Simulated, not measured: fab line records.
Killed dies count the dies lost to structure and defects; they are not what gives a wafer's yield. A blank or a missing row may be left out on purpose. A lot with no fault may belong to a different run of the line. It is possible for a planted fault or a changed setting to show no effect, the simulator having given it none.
A lot that was struck, set against a sound lot    flow ritCmos    18 out of 202 route steps
Sound: wafers L628.1, L628.5, L628.6. The struck wafers were L640.2, L640.3, L640.6. The cause is named last.
Each step with rows lists, per side, the tool, then ch with its chambers, then its first start. Under that, the readings that differ: sound wafers    struck wafers    difference of the means    sigmas: that difference in standard deviations of wafers without a fault.
alike: same words and numbers on both sides, and readings whose means sit less than 2 such deviations apart. not compared: any withheld reading, any reading some wafer has no value for, any bound like >300 that may hide the same value, and any number with overlapping values for which the record gives no deviation.
A row with sigmas, a row that says differs or no value, or rows on one side alone: a step with any of these is where the two part. Numbers that have no deviation but don't overlap get no sigmas and don't part them. Lack of a reading on every wafer of one side parts them only where that side has two or more wafers.

first, 1 step without rows for these wafers: RIT_CONTACT_HARDBAKE_10 (time 60 s).
RIT_CONTACT_ETCH_11: etches SiO2 in CHF3/CF4/Ar, stops on TiSi2, target depth 480 nm, time 320 s.
  sound on rieDiel-02 ch 0,1,2, day 4 04:32; struck on rieDiel-03 ch 0,1,2, day 6 18:00
  alike: drypumpMotorCurrentA, oesProductAu, throttleValvePct
  not compared: rfHoursCounterH
RIT_CONTACT_STRIP_12: strips in O2, time 180 s.
  sound on plasmaAsher-03 ch 0,1, day 4 04:43; struck on plasmaAsher-03 ch 1, day 6 18:11
  alike: drypumpMotorCurrentA
  not compared: rfHoursCounterH
RIT_CONTACT_CD_MEAS_90 targets a cd of 1000 nm.
  struck on cdSem-01, day 6 18:23; sound on cdSem-02, day 4 04:54
  alike: cdNm
then, 2 steps without rows for these wafers: RIT_CONTACT_CLEAN_13 (cleans in SC1, time 600 s); RIT_CONTACT_CLEAN_14 (cleans in SC2, time 600 s).
RIT_M1_SPUTTER_00: material Al, target thk 400 nm, time 500 s.
  struck on pvdSputter-01, day 6 18:50; sound on pvdSputter-01, day 4 05:23
  alike: chamberPressurePa, throttleValvePct
RIT_M1_RS_MEAS_01: measurement is done with a four-point probe.
  struck on filmMetro-04, day 6 19:09; sound on filmMetro-01, day 4 05:41
  alike: M1_AL_RS
RIT_M1_THK_MEAS_02: measures by xrf.
  struck on filmMetro-04, day 6 19:16; sound on filmMetro-01, day 4 05:48
  alike: M1_AL_THK
then, 3 steps without rows for these wafers: RIT_M1_HMDS_03 (prime time 60 s); RIT_M1_COAT_04 (resist thk 1300 nm); RIT_M1_SOFTBAKE_05 (time 60 s).
RIT_M1_EXPOSE_06: exposes mask M12, target cd 2600 nm.
  sound on ilineStepper-02 ch 0, day 4 06:26; struck on ilineStepper-02 ch 0, day 6 19:55
reading                   sound              struck             difference  sigmas
model.M1.overlayXNm (nm)  0.349 0.349 0.349  239.7 239.7 239.7  +239.4      
  alike: mask
then, 2 steps without rows for these wafers: RIT_M1_PEB_07; RIT_M1_DEVELOP_08 (develop time 68 s).
RIT_M1_CD_MEAS_09 targets a cd of 2600 nm.
  struck on cdSem-02, day 6 20:20; sound on cdSem-01, day 4 06:52
  alike: cdNm
RIT_M1_OVL_MEAS_10:
  struck on overlay-01, day 6 20:39; sound on overlay-01, day 4 06:59
reading      sound        struck             difference  sigmas
M1_OVL (nm)  2.7 1.6 1.9  240.5 240.1 240.2  +238.2      +99 or more
  not compared: hold
RIT_M1_PROBE_99:
  rows exist in the record for the sound wafers here (prober-02, day 4 09:31), none for the struck ones

== WHERE THEY PART ==
Last at RIT_M1_PROBE_99 as far as this record goes, first at RIT_M1_OVL_MEAS_10.

WHY: what the simulator had put in
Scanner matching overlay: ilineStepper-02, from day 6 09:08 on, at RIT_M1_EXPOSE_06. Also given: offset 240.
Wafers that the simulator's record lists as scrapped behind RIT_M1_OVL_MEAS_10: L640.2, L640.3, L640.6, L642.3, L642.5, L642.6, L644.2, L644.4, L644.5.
